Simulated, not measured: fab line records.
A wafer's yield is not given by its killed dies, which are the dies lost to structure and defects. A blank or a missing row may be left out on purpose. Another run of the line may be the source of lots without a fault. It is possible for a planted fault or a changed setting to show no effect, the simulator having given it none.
fab line records + flow ritCmos
record
- lots=7
- wafers=21
- lastDay=7
route steps=202 shown NWELL@36 PWELL@39 WELLDRIVE@50 NRETRO@53 M1@202
lots untouched by any fault: they come from a run of this same line in which no faults occurred
startH: the number of hours between the record's first day and the start of the first shown wafer of the lot + waitH: how many hours have passed since the lot's step before this one + " unchanged from the row above + L1.1+2: several wafers, shown together as one row + - value missing, or start not given + * or withheld: withheld + < > ~ a bound
route shown NAME@n: names a module that has steps shown in the file, with the first one's number in the route + usual: the fault-free wafers' mean and standard deviation + same: alike in all rows + chamber/n: place in a boat + sites: the reading at each site + _std_site: standard deviation of those values + _edge_site: the outer-site mean with the inner-site mean subtracted + radiusMm: for every site, how far away it sits from the centre of the wafer + mask NAME#n: copy n + behind: tool/chamber where the wafer was last shaped + hold: why the lot was held/for how many hours/how that ended + device: names the non-switching transistor (n, p or np) + end of line: the tests these same wafers got at the end of their route + where a step has no rows: the recipe by itself + killed: dies lost to structure and defects at the first sort, not the wafer's yield + map: per-die view of a wafer (x killed, . not killed, _ where there is no die)
set.NAME: setting as actually run; set.NAME@STEP: the setting as run at that earlier step + model.NAME: the simulator's own value behind a step, which no gauge read
lots seen at some steps along the route; tables by step, rows by wafer
services: the hour from which a tool's chamber was out of use, counted from the record's first day as startH (under 0 if before that day), plus the number of hours and why
## steps
# step RIT_NWELL_IMPLANT_08
# recipe
- species=P
- energyKev=170
- doseCm2=5e+13
- tiltDeg=7
# step RIT_NWELL_STRIP_09
# recipe
- chemistry=O2
- timeS=180
- resist=NOVOLAK
- platenTempC=withheld
- powerW=500
- pressureMtorr=4000
- o2FlowSccm=4000
# usual
- chamberPressureMTorr=4000/4
- drypumpMotorCurrentA=5.9/0.48
| lot.wafer | tool           | chamber | startH | waitH | chamberPressureMTorr | drypumpMotorCurrentA | rfHoursCounterH |
|-----------|----------------|---------|--------|-------|----------------------|----------------------|-----------------|
| L368.1    | plasmaAsher-04 | 1       | 59.90  | 0.1   | 3999                 | 6.2                  | 41              |
| L368.4    | "              | 0       | "      | "     | 3995                 | 5.7                  | -               |
| L368.5    | "              | 1       | "      | "     | 3999                 | 6.2                  | -               |
| L371.2    | plasmaAsher-04 | 0       | 73.85  | 0.1   | 3997                 | 5.8                  | 43              |
| L371.4    | "              | 0       | "      | "     | 3996                 | 5.7                  | -               |
| L371.6    | "              | 1       | "      | "     | 3997                 | 6.2                  | -               |
| L372.3    | plasmaAsher-01 | 0       | 77.45  | 0.1   | 4005                 | 4.9                  | -               |
| L372.4    | "              | 1       | "      | "     | 3995                 | 6.6                  | -               |
| L372.6    | "              | 1       | "      | "     | 4005                 | 6.6                  | -               |
| L373.1    | plasmaAsher-01 | 0       | 82.36  | 0.1   | 4002                 | 4.9                  | 30              |
| L373.2    | "              | 1       | "      | "     | 4002                 | 6.6                  | 30              |
| L373.3    | "              | 1       | "      | "     | 3996                 | 6.6                  | -               |
| L379.2    | plasmaAsher-02 | 0       | 112.62 | 0.1   | 3998                 | 5.9                  | 49              |
| L379.3    | "              | 0       | "      | "     | 4006                 | 5.9                  | -               |
| L379.6    | "              | 1       | "      | "     | 3999                 | 5.9                  | -               |
| L381.2    | plasmaAsher-01 | 1       | 123.76 | 0.1   | 4000                 | 6.6                  | 33              |
| L381.3    | "              | 1       | "      | "     | 4000                 | 6.6                  | -               |
| L381.4    | "              | 0       | "      | "     | 4000                 | 4.9                  | -               |
| L383.2    | plasmaAsher-01 | 0       | 132.87 | 0.1   | 3998                 | 4.9                  | 34              |
| L383.4    | "              | 0       | "      | "     | 4002                 | 4.9                  | -               |
| L383.5    | "              | 0       | "      | "     | 4001                 | 4.9                  | -               |
# step RIT_NWELL_TW_MEAS_10
# usual
- NWELL_TW=2131/13
| lot.wafer | tool         | chamber | startH | waitH | NWELL_TW |
|-----------|--------------|---------|--------|-------|----------|
| L368.1    | filmMetro-01 | -       | 60.08  | 0.1   | 2131     |
| L368.4    | "            | -       | "      | "     | 2137     |
| L368.5    | "            | -       | "      | "     | 2139     |
| L371.2    | filmMetro-01 | -       | 74.04  | 0.1   | 2155     |
| L371.4    | "            | -       | "      | "     | 2141     |
| L371.6    | "            | -       | "      | "     | 2136     |
| L372.3    | filmMetro-03 | -       | 77.59  | 0.1   | 2121     |
| L372.4    | "            | -       | "      | "     | 2117     |
| L372.6    | "            | -       | "      | "     | 2110     |
| L373.1    | filmMetro-03 | -       | 82.54  | 0.1   | 2105     |
| L373.2    | "            | -       | "      | "     | 2106     |
| L373.3    | "            | -       | "      | "     | 2108     |
| L379.2    | filmMetro-03 | -       | 112.81 | 0.1   | 2117     |
| L379.3    | "            | -       | "      | "     | 2129     |
| L379.6    | "            | -       | "      | "     | 2110     |
| L381.2    | filmMetro-01 | -       | 123.94 | 0.1   | 2146     |
| L381.3    | "            | -       | "      | "     | 2145     |
| L381.4    | "            | -       | "      | "     | 2147     |
| L383.2    | filmMetro-04 | -       | 133.06 | 0.1   | 2140     |
| L383.4    | "            | -       | "      | "     | 2134     |
| L383.5    | "            | -       | "      | "     | 2134     |
# step RIT_PWELL_HMDS_00
# recipe
- primeTimeS=60
- primeTempC=140
# step RIT_PWELL_COAT_01
# recipe
- resist=NOVOLAK
- spinRpm=2000
- resistThkNm=1300
# step RIT_PWELL_SOFTBAKE_02
# recipe
- resist=NOVOLAK
- tempC=90
- timeS=60
# step RIT_PWELL_EXPOSE_03
# recipe
- maskId=M3
- na=0.57
- targetCdNm=43700
- doseMj=250
# step RIT_PWELL_PEB_04
# recipe
- resist=NOVOLAK
- tempC=withheld
- timeS=withheld
# step RIT_PWELL_DEVELOP_05
# recipe
- resist=NOVOLAK
- developTimeS=68
- devTempC=23
# step RIT_PWELL_OVL_MEAS_06
# usual
- PWELL_OVL=0.9/1.2
| lot.wafer | tool       | chamber | startH | waitH | PWELL_OVL[nm] |
|-----------|------------|---------|--------|-------|---------------|
| L368.1    | overlay-02 | -       | 61.14  | -     | 0.9           |
| L368.4    | "          | -       | "      | "     | 1.0           |
| L368.5    | "          | -       | "      | "     | 0.8           |
| L371.2    | overlay-02 | -       | 74.97  | -     | 0.4           |
| L371.4    | "          | -       | "      | "     | 1.7           |
| L371.6    | "          | -       | "      | "     | 1.0           |
| L372.3    | overlay-02 | -       | 78.65  | -     | 3.5           |
| L372.4    | "          | -       | "      | "     | 1.7           |
| L372.6    | "          | -       | "      | "     | 2.9           |
| L373.1    | overlay-01 | -       | 83.48  | -     | 0.6           |
| L373.2    | "          | -       | "      | "     | 0.4           |
| L373.3    | "          | -       | "      | "     | -1.0          |
| L379.2    | overlay-02 | -       | 113.83 | -     | 1.6           |
| L379.3    | "          | -       | "      | "     | 1.4           |
| L379.6    | "          | -       | "      | "     | 1.5           |
| L381.2    | overlay-01 | -       | 124.88 | -     | -1.4          |
| L381.3    | "          | -       | "      | "     | -1.1          |
| L381.4    | "          | -       | "      | "     | -1.9          |
| L383.2    | overlay-01 | -       | 134.09 | -     | 1.7           |
| L383.4    | "          | -       | "      | "     | 0.7           |
| L383.5    | "          | -       | "      | "     | 1.6           |
# step RIT_PWELL_HARDBAKE_07
# recipe
- resist=NOVOLAK
- tempC=140
- timeS=120
# step RIT_PWELL_IMPLANT_08
# recipe
- species=B
- energyKev=170
- doseCm2=7e+13
- tiltDeg=7
# step RIT_PWELL_STRIP_09
# recipe
- chemistry=O2
- timeS=180
- resist=NOVOLAK
- platenTempC=withheld
- powerW=500
- pressureMtorr=4000
- o2FlowSccm=4000
# usual
- chamberPressureMTorr=4000/4.1
- drypumpMotorCurrentA=5.7/0.36
| lot.wafer | tool           | chamber | startH | waitH | chamberPressureMTorr | drypumpMotorCurrentA | rfHoursCounterH | model.NOVOLAK_of_PWELL_COAT_01.thkNm |
|-----------|----------------|---------|--------|-------|----------------------|----------------------|-----------------|--------------------------------------|
| L368.1    | plasmaAsher-03 | 0       | 61.58  | 0.1   | 4002                 | 5.6                  | 39              | 0                                    |
| L368.4    | "              | 1       | "      | "     | 4002                 | 5.2                  | -               | 0                                    |
| L368.5    | "              | 1       | "      | "     | 4001                 | 5.2                  | -               | 0                                    |
| L371.2    | plasmaAsher-04 | 0       | 75.40  | 0.1   | -                    | -                    | -               | 1138                                 |
| L371.4    | "              | 1       | "      | "     | -                    | -                    | -               | 1137                                 |
| L371.6    | "              | 0       | "      | "     | -                    | -                    | -               | 1134                                 |
| L372.3    | plasmaAsher-04 | 1       | 79.13  | 0.1   | -                    | -                    | -               | 1138                                 |
| L372.4    | "              | 0       | "      | "     | -                    | -                    | -               | 1138                                 |
| L372.6    | "              | 0       | "      | "     | -                    | -                    | -               | 1138                                 |
| L373.1    | plasmaAsher-04 | 0       | 83.91  | 0.1   | -                    | -                    | -               | 1138                                 |
| L373.2    | "              | 1       | "      | "     | -                    | -                    | -               | 1138                                 |
| L373.3    | "              | 1       | "      | "     | -                    | -                    | -               | 1141                                 |
| L379.2    | plasmaAsher-03 | 0       | 114.26 | 0.1   | 3996                 | 5.5                  | 46              | 0                                    |
| L379.3    | "              | 1       | "      | "     | 4004                 | 5.2                  | -               | 0                                    |
| L379.6    | "              | 1       | "      | "     | 4003                 | 5.2                  | -               | 0                                    |
| L381.2    | plasmaAsher-04 | 1       | 125.31 | 0.1   | 4006                 | 6.2                  | 1               | 0                                    |
| L381.3    | "              | 0       | "      | "     | 4001                 | 5.7                  | -               | 0                                    |
| L381.4    | "              | 1       | "      | "     | 3993                 | 6.2                  | -               | 0                                    |
| L383.2    | plasmaAsher-03 | 1       | 134.52 | 0.1   | 3995                 | 5.2                  | 48              | 0                                    |
| L383.4    | "              | 1       | "      | "     | 3999                 | 5.2                  | -               | 0                                    |
| L383.5    | "              | 0       | "      | "     | 3993                 | 5.6                  | -               | 0                                    |
# step RIT_PWELL_TW_MEAS_10
# usual
- PWELL_TW=948/8.2
| lot.wafer | tool         | chamber | startH | waitH | PWELL_TW |
|-----------|--------------|---------|--------|-------|----------|
| L368.1    | filmMetro-01 | -       | 61.75  | 0.1   | 954      |
| L368.4    | "            | -       | "      | "     | 952      |
| L368.5    | "            | -       | "      | "     | 953      |
| L371.2    | filmMetro-03 | -       | 75.59  | 0.1   | 938      |
| L371.4    | "            | -       | "      | "     | 935      |
| L371.6    | "            | -       | "      | "     | 938      |
| L372.3    | filmMetro-01 | -       | 79.27  | 0.1   | 951      |
| L372.4    | "            | -       | "      | "     | 949      |
| L372.6    | "            | -       | "      | "     | 951      |
| L373.1    | filmMetro-01 | -       | 84.09  | 0.1   | 954      |
| L373.2    | "            | -       | "      | "     | 950      |
| L373.3    | "            | -       | "      | "     | 950      |
| L379.2    | filmMetro-01 | -       | 114.45 | 0.1   | 954      |
| L379.3    | "            | -       | "      | "     | 950      |
| L379.6    | "            | -       | "      | "     | 949      |
| L381.2    | filmMetro-03 | -       | 125.49 | 0.1   | 932      |
| L381.3    | "            | -       | "      | "     | 933      |
| L381.4    | "            | -       | "      | "     | 931      |
| L383.2    | filmMetro-01 | -       | 134.71 | 0.1   | 954      |
| L383.4    | "            | -       | "      | "     | 949      |
| L383.5    | "            | -       | "      | "     | 947      |
# step RIT_WELLDRIVE_ANNEAL_00
# recipe
- tempC=1100
- timeS=14700
- ambient=N2
# step RIT_WELLDRIVE_RS_MEAS_01
# recipe
- thkMeasGauge=four-point-probe
# usual
- NWELL_RS=275.3/0.75
| lot.wafer | tool         | chamber | startH | waitH | NWELL_RS[ohm/sq] |
|-----------|--------------|---------|--------|-------|------------------|
| L368.1    | filmMetro-01 | -       | 66.90  | 0.0   | 275.2            |
| L368.4    | "            | -       | "      | "     | 275.6            |
| L368.5    | "            | -       | "      | "     | 275.3            |
| L371.2    | filmMetro-04 | -       | 81.62  | 0.0   | 274.7            |
| L371.4    | "            | -       | "      | "     | 275.3            |
| L371.6    | "            | -       | "      | "     | 275.8            |
| L372.3    | filmMetro-03 | -       | 85.23  | 0.0   | 274.0            |
| L372.4    | "            | -       | "      | "     | 275.4            |
| L372.6    | "            | -       | "      | "     | 275.6            |
| L373.1    | filmMetro-03 | -       | 90.27  | 0.0   | 275.5            |
| L373.2    | "            | -       | "      | "     | 275.7            |
| L373.3    | "            | -       | "      | "     | 275.2            |
| L379.2    | filmMetro-01 | -       | 119.88 | 0.0   | 274.8            |
| L379.3    | "            | -       | "      | "     | 275.5            |
| L379.6    | "            | -       | "      | "     | 275.0            |
| L381.2    | filmMetro-04 | -       | 130.65 | 0.0   | 275.9            |
| L381.3    | "            | -       | "      | "     | 275.6            |
| L381.4    | "            | -       | "      | "     | 275.5            |
| L383.2    | filmMetro-01 | -       | 140.66 | 0.0   | 275.2            |
| L383.4    | "            | -       | "      | "     | 275.3            |
| L383.5    | "            | -       | "      | "     | 275.5            |
# step RIT_WELLDRIVE_RS_MEAS_02
# recipe
- thkMeasGauge=four-point-probe
# usual
- PWELL_RS=429.1/1.3
| lot.wafer | tool         | chamber | startH | waitH | PWELL_RS[ohm/sq] |
|-----------|--------------|---------|--------|-------|------------------|
| L368.1    | filmMetro-01 | -       | 67.02  | 0.1   | 430.0            |
| L368.4    | "            | -       | "      | "     | 429.0            |
| L368.5    | "            | -       | "      | "     | 429.6            |
| L371.2    | filmMetro-04 | -       | 81.74  | 0.1   | 429.6            |
| L371.4    | "            | -       | "      | "     | 429.9            |
| L371.6    | "            | -       | "      | "     | 428.6            |
| L372.3    | filmMetro-03 | -       | 85.35  | 0.1   | 426.6            |
| L372.4    | "            | -       | "      | "     | 428.1            |
| L372.6    | "            | -       | "      | "     | 428.5            |
| L373.1    | filmMetro-03 | -       | 90.39  | 0.1   | 430.8            |
| L373.2    | "            | -       | "      | "     | 430.9            |
| L373.3    | "            | -       | "      | "     | 429.5            |
| L379.2    | filmMetro-01 | -       | 120.00 | 0.1   | 430.6            |
| L379.3    | "            | -       | "      | "     | 430.7            |
| L379.6    | "            | -       | "      | "     | 430.9            |
| L381.2    | filmMetro-04 | -       | 130.77 | 0.1   | 428.6            |
| L381.3    | "            | -       | "      | "     | 425.9            |
| L381.4    | "            | -       | "      | "     | 427.9            |
| L383.2    | filmMetro-01 | -       | 140.78 | 0.1   | 430.6            |
| L383.4    | "            | -       | "      | "     | 429.8            |
| L383.5    | "            | -       | "      | "     | 431.6            |
# step RIT_NRETRO_HMDS_00
# recipe
- primeTimeS=60
- primeTempC=140
# step RIT_NRETRO_COAT_01
# recipe
- resist=NOVOLAK
- spinRpm=2000
- resistThkNm=1300
# step RIT_NRETRO_SOFTBAKE_02
# recipe
- resist=NOVOLAK
- tempC=90
- timeS=60
# step RIT_NRETRO_EXPOSE_03
# recipe
- maskId=M4
- na=0.57
- targetCdNm=43900
- doseMj=250
# step RIT_NRETRO_PEB_04
# recipe
- resist=NOVOLAK
- tempC=withheld
- timeS=withheld
# step RIT_NRETRO_DEVELOP_05
# recipe
- resist=NOVOLAK
- developTimeS=68
- devTempC=23
# step RIT_NRETRO_OVL_MEAS_06
# usual
- NRETRO_OVL=0.2/1.2
| lot.wafer | tool       | chamber | startH | waitH | NRETRO_OVL[nm] |
|-----------|------------|---------|--------|-------|----------------|
| L368.1    | overlay-02 | -       | 68.14  | -     | -0.1           |
| L368.4    | "          | -       | "      | "     | -0.1           |
| L368.5    | "          | -       | "      | "     | -0.1           |
| L371.2    | overlay-01 | -       | 82.73  | -     | -0.1           |
| L371.4    | "          | -       | "      | "     | 0.5            |
| L371.6    | "          | -       | "      | "     | 0.6            |
| L372.3    | overlay-02 | -       | 86.32  | -     | -1.1           |
| L372.4    | "          | -       | "      | "     | -0.6           |
| L372.6    | "          | -       | "      | "     | -0.9           |
| L373.1    | overlay-01 | -       | 91.52  | -     | -0.1           |
| L373.2    | "          | -       | "      | "     | 0.1            |
| L373.3    | "          | -       | "      | "     | -0.9           |
| L379.2    | overlay-01 | -       | 120.98 | -     | 1.5            |
| L379.3    | "          | -       | "      | "     | 0.9            |
| L379.6    | "          | -       | "      | "     | 1.0            |
| L381.2    | overlay-01 | -       | 131.75 | -     | 2.4            |
| L381.3    | "          | -       | "      | "     | 0.7            |
| L381.4    | "          | -       | "      | "     | 2.1            |
| L383.2    | overlay-01 | -       | 141.77 | -     | 2.6            |
| L383.4    | "          | -       | "      | "     | 1.7            |
| L383.5    | "          | -       | "      | "     | 3.4            |
# step RIT_NRETRO_HARDBAKE_07
# recipe
- resist=NOVOLAK
- tempC=140
- timeS=120
# step RIT_NRETRO_IMPLANT_08
# recipe
- species=P
- energyKev=70
- doseCm2=1e+13
- tiltDeg=7
# step RIT_NRETRO_STRIP_09
# recipe
- chemistry=O2
- timeS=180
- resist=NOVOLAK
- platenTempC=withheld
- powerW=500
- pressureMtorr=4000
- o2FlowSccm=4000
# usual
- chamberPressureMTorr=4001/3.5
- drypumpMotorCurrentA=5.7/0.49
| lot.wafer | tool           | chamber | startH | waitH | chamberPressureMTorr | drypumpMotorCurrentA | rfHoursCounterH |
|-----------|----------------|---------|--------|-------|----------------------|----------------------|-----------------|
| L368.1    | plasmaAsher-03 | 1       | 68.58  | 0.1   | 3999                 | 5.2                  | 40              |
| L368.4    | "              | 1       | "      | "     | 4004                 | 5.2                  | -               |
| L368.5    | "              | 0       | "      | "     | 3992                 | 5.5                  | -               |
| L371.2    | plasmaAsher-03 | 1       | 83.16  | 0.1   | 4003                 | 5.2                  | 41              |
| L371.4    | "              | 1       | "      | "     | 3994                 | 5.2                  | -               |
| L371.6    | "              | 1       | "      | "     | 4001                 | 5.2                  | -               |
| L372.3    | plasmaAsher-01 | 1       | 86.81  | 0.1   | 4000                 | 6.6                  | -               |
| L372.4    | "              | 0       | "      | "     | 4001                 | 4.9                  | -               |
| L372.6    | "              | 0       | "      | "     | 3999                 | 4.9                  | -               |
| L373.1    | plasmaAsher-04 | 1       | 91.96  | 0.1   | 4001                 | 6.2                  | 44              |
| L373.2    | "              | 0       | "      | "     | 4000                 | 5.7                  | 44              |
| L373.3    | "              | 0       | "      | "     | 3999                 | 5.7                  | -               |
| L379.2    | plasmaAsher-03 | 0       | 121.41 | 0.1   | 4007                 | 5.5                  | 47              |
| L379.3    | "              | 0       | "      | "     | 4000                 | 5.5                  | -               |
| L379.6    | "              | 1       | "      | "     | 3997                 | 5.2                  | -               |
| L381.2    | plasmaAsher-03 | 1       | 132.18 | 0.1   | 3998                 | 5.2                  | 48              |
| L381.3    | "              | 0       | "      | "     | 4000                 | 5.5                  | -               |
| L381.4    | "              | 1       | "      | "     | 4004                 | 5.2                  | -               |
| L383.2    | plasmaAsher-04 | 1       | 142.20 | 0.1   | 4004                 | 6.2                  | 2               |
| L383.4    | "              | 1       | "      | "     | 3996                 | 6.2                  | -               |
| L383.5    | "              | 1       | "      | "     | 4001                 | 6.2                  | -               |
# step RIT_NRETRO_TW_MEAS_10
# usual
- NRETRO_TW=1045/9.7
| lot.wafer | tool         | chamber | startH | waitH | hold                    | NRETRO_TW |
|-----------|--------------|---------|--------|-------|-------------------------|-----------|
| L368.1    | filmMetro-04 | -       | 68.75  | 0.1   | -                       | 1047      |
| L368.4    | "            | -       | "      | "     | -                       | 1050      |
| L368.5    | "            | -       | "      | "     | -                       | 1049      |
| L371.2    | filmMetro-04 | -       | 83.35  | 0.1   | awaitDispo/0.2h/release | 30        |
| L371.4    | "            | -       | "      | "     | awaitDispo/0.2h/release | 30        |
| L371.6    | "            | -       | "      | "     | awaitDispo/0.2h/release | 30        |
| L371.2    | filmMetro-04 | -       | 83.57  | 0.2   | -                       | 30        |
| L371.4    | "            | -       | "      | "     | -                       | 30        |
| L371.6    | "            | -       | "      | "     | -                       | 30        |
| L372.3    | filmMetro-04 | -       | 86.94  | 0.1   | awaitDispo/0.2h/release | 30        |
| L372.4    | "            | -       | "      | "     | awaitDispo/0.2h/release | 30        |
| L372.6    | "            | -       | "      | "     | awaitDispo/0.2h/release | 30        |
| L372.3    | filmMetro-04 | -       | 87.17  | 0.2   | -                       | 30        |
| L372.4    | "            | -       | "      | "     | -                       | 30        |
| L372.6    | "            | -       | "      | "     | -                       | 30        |
| L373.1    | filmMetro-02 | -       | 92.13  | 0.1   | awaitDispo/0.2h/release | 30        |
| L373.2    | "            | -       | "      | "     | awaitDispo/0.2h/release | 30        |
| L373.3    | "            | -       | "      | "     | awaitDispo/0.2h/release | 30        |
| L373.1    | filmMetro-02 | -       | 92.36  | 0.2   | -                       | 30        |
| L373.2    | "            | -       | "      | "     | -                       | 30        |
| L373.3    | "            | -       | "      | "     | -                       | 30        |
| L379.2    | filmMetro-04 | -       | 121.60 | 0.1   | -                       | 1040      |
| L379.3    | "            | -       | "      | "     | -                       | 1046      |
| L379.6    | "            | -       | "      | "     | -                       | 1048      |
| L381.2    | filmMetro-04 | -       | 132.37 | 0.1   | -                       | 1047      |
| L381.3    | "            | -       | "      | "     | -                       | 1042      |
| L381.4    | "            | -       | "      | "     | -                       | 1043      |
| L383.2    | filmMetro-03 | -       | 142.38 | 0.1   | -                       | 1026      |
| L383.4    | "            | -       | "      | "     | -                       | 1028      |
| L383.5    | "            | -       | "      | "     | -                       | 1030      |
# step RIT_M1_PROBE_99
# usual
- defectLimitedYield=97.4/1.1
- killed_at_M0_to_M3=0.0/0.083
- killedAtFrontEnd=6.9/2.9
- killedDies=7.0/2.9
- killedOpen=3.3/2
- killedShort=3.7/2
- sort_bin_3_pad_short=0.1/0.22
- sort_bin_5_function=1.5/0.81
- sort_bin_6_memory=1.0/0.64
- sortNPass=257.0/2.9
- sortYieldPct=97.4/1.1
# same
- grossDies=264
- killed_at_M4_up=0
- killedAtBackSide=0
- killedAtContacts=0
- killedAtOther=0
| lot.wafer | tool      | chamber | startH | waitH | defectLimitedYield[%] | killed_at_M0_to_M3 | killedAtFrontEnd | killedDies | killedOpen | killedShort | sort_bin_3_pad_short[%] | sort_bin_5_function[%] | sort_bin_6_memory[%] | sortNPass | sortYieldPct[%] |
|-----------|-----------|---------|--------|-------|-----------------------|--------------------|------------------|------------|------------|-------------|-------------------------|------------------------|----------------------|-----------|-----------------|
| L368.1    | prober-02 | -       | 98.65  | 0.1   | 94.7                  | 0                  | 14               | 14         | 7          | 7           | 0                       | 3.0                    | 2.3                  | 250.0     | 94.7            |
| L368.4    | prober-02 | -       | 98.80  | 0.2   | 97.7                  | 0                  | 6                | 6          | 2          | 4           | 0                       | 1.1                    | 1.1                  | 258.0     | 97.7            |
| L368.5    | prober-02 | -       | 98.85  | 0.2   | 95.1                  | 1                  | 12               | 13         | 6          | 7           | 0.4                     | 2.7                    | 1.9                  | 251.0     | 95.1            |
| L379.2    | prober-02 | -       | 149.38 | 0.1   | 97.3                  | 0                  | 7                | 7          | 2          | 5           | 0                       | 1.9                    | 0.8                  | 257.0     | 97.3            |
| L379.3    | prober-02 | -       | 149.43 | 0.2   | 97.7                  | 0                  | 6                | 6          | 1          | 5           | 0.4                     | 1.9                    | 0                    | 258.0     | 97.7            |
| L379.6    | prober-02 | -       | 149.58 | 0.2   | 97.3                  | 0                  | 7                | 7          | 4          | 3           | 0.4                     | 1.1                    | 1.1                  | 257.0     | 97.3            |
| L381.2    | prober-01 | -       | 160.98 | 0.1   | 98.1                  | 0                  | 5                | 5          | 3          | 2           | 0.4                     | 1.1                    | 0.4                  | 259.0     | 98.1            |
| L381.3    | prober-01 | -       | 161.03 | 0.2   | 98.5                  | 0                  | 4                | 4          | 2          | 2           | 0.4                     | 0.8                    | 0.4                  | 260.0     | 98.5            |
| L381.4    | prober-01 | -       | 161.08 | 0.2   | 97.0                  | 0                  | 8                | 8          | 4          | 4           | 0                       | 2.3                    | 0.8                  | 256.0     | 97.0            |
| L383.2    | prober-01 | -       | 169.11 | 0.1   | 97.7                  | 0                  | 6                | 6          | 4          | 2           | 0                       | 1.5                    | 0.8                  | 258.0     | 97.7            |
| L383.4    | prober-01 | -       | 169.21 | 0.2   | 98.5                  | 0                  | 4                | 4          | 2          | 2           | 0.4                     | 0.8                    | 0.4                  | 260.0     | 98.5            |
| L383.5    | prober-01 | -       | 169.26 | 0.2   | 99.2                  | 0                  | 2                | 2          | 1          | 1           | 0                       | 0.8                    | 0                    | 262.0     | 99.2            |
# killed by level:class
L368.1 REOX:geometricParticle:short=3 GATE:geometricParticle:open=2 REOX:geometricParticle:open=2 FOX1:geometricParticle:short=1 FOX1:geometricParticle:open=1 FOX2:geometricParticle:open=1 GATE:geometricParticle:short=1 SPACER:geometricParticle:short=1
L368.4 GATE:geometricParticle:short=2 FOX2:geometricParticle:short=1 REOX:geometricParticle:short=1 REOX:geometricParticle:open=1 SILICIDE:geometricParticle:open=1
L368.5 GATE:geometricParticle:open=3 GATE:geometricParticle:short=3 REOX:geometricParticle:short=3 REOX:geometricParticle:open=3 M1:geometricParticle:short=1
L379.2 SILICIDE:geometricParticle:short=3 SPACER:geometricParticle:short=2 SPACER:geometricParticle:open=1 SILICIDE:geometricParticle:open=1
L379.3 SILICIDE:geometricParticle:short=3 FOX1:geometricParticle:short=1 FOX1:geometricParticle:open=1 FOX2:geometricParticle:short=1
L379.6 ACTIVE:geometricParticle:short=1 FOX1:geometricParticle:open=1 FOX1:geometricParticle:short=1 FOX2:geometricParticle:open=1 GATE:geometricParticle:short=1 GATE:geometricParticle:open=1 SPACER:geometricParticle:open=1
L381.2 GATE:geometricParticle:open=2 GATE:geometricParticle:short=1 REOX:geometricParticle:open=1 SILICIDE:geometricParticle:short=1
L381.3 GATE:geometricParticle:short=2 FOX1:geometricParticle:open=1 SPACER:geometricParticle:open=1
L381.4 GATE:geometricParticle:open=4 REOX:geometricParticle:short=2 FOX2:geometricParticle:short=1 GATE:geometricParticle:short=1
L383.2 SILICIDE:geometricParticle:open=2 FOX2:geometricParticle:open=1 GATE:geometricParticle:short=1 SPACER:geometricParticle:open=1 SILICIDE:geometricParticle:short=1
L383.4 SPACER:geometricParticle:short=2 FOX2:geometricParticle:open=1 GATE:geometricParticle:open=1
L383.5 FOX1:geometricParticle:open=1 FOX1:geometricParticle:short=1
## services
| tool           | chamber | startH | hours | kind      |
|----------------|---------|--------|-------|-----------|
| plasmaAsher-04 | -       | 43.96  | 1.8   | repair    |
| plasmaAsher-02 | -       | 46.64  | 0.4   | repair    |
| plasmaAsher-01 | -       | 78.99  | 1.2   | repair    |
| plasmaAsher-04 | -       | 100.62 | 2.8   | pm        |
| plasmaAsher-01 | -       | 101.44 | 14.6  | pm        |
| plasmaAsher-02 | -       | 103.31 | 2.4   | repair    |
| plasmaAsher-04 | -       | 108.75 | 9.0   | pm        |
| plasmaAsher-04 | 0       | 108.75 | 9.0   | ventCycle |
| plasmaAsher-04 | 1       | 108.75 | 9.0   | ventCycle |
| plasmaAsher-04 | 0       | 117.75 | -     | clean     |
| plasmaAsher-04 | 1       | 117.75 | -     | clean     |
| plasmaAsher-04 | -       | 126.64 | 2.2   | repair    |
## key
firstSign
- step=RIT_PWELL_STRIP_09
- reading=toolRecord
- direction=missing
effect
- step=RIT_NRETRO_TW_MEAS_10
- reading=visit
- direction=added
effect
- step=RIT_NRETRO_TW_MEAS_10
- reading=NRETRO_TW
- direction=down
- sigmas=99+
- usual=1045
- struck=30
modelEffect
- step=RIT_PWELL_STRIP_09
- value=NOVOLAK_of_PWELL_COAT_01.thkNm
- without=0
- struck=1138
metAt RIT_PWELL_STRIP_09
struckWafers L371.2,L371.4,L371.6,L372.3,L372.4,L372.6,L373.1,L373.2,L373.3
scrappedBehind RIT_NRETRO_TW_MEAS_10 L371.2,L371.4,L371.6,L372.3,L372.4,L372.6,L373.1,L373.2,L373.3
fault
- kind=skippedStepWhole
- tool=plasmaAsher-04
- chamber=-
- onsetH=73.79
- steps=RIT_PWELL_STRIP_09
- scope=struckLotsOnly
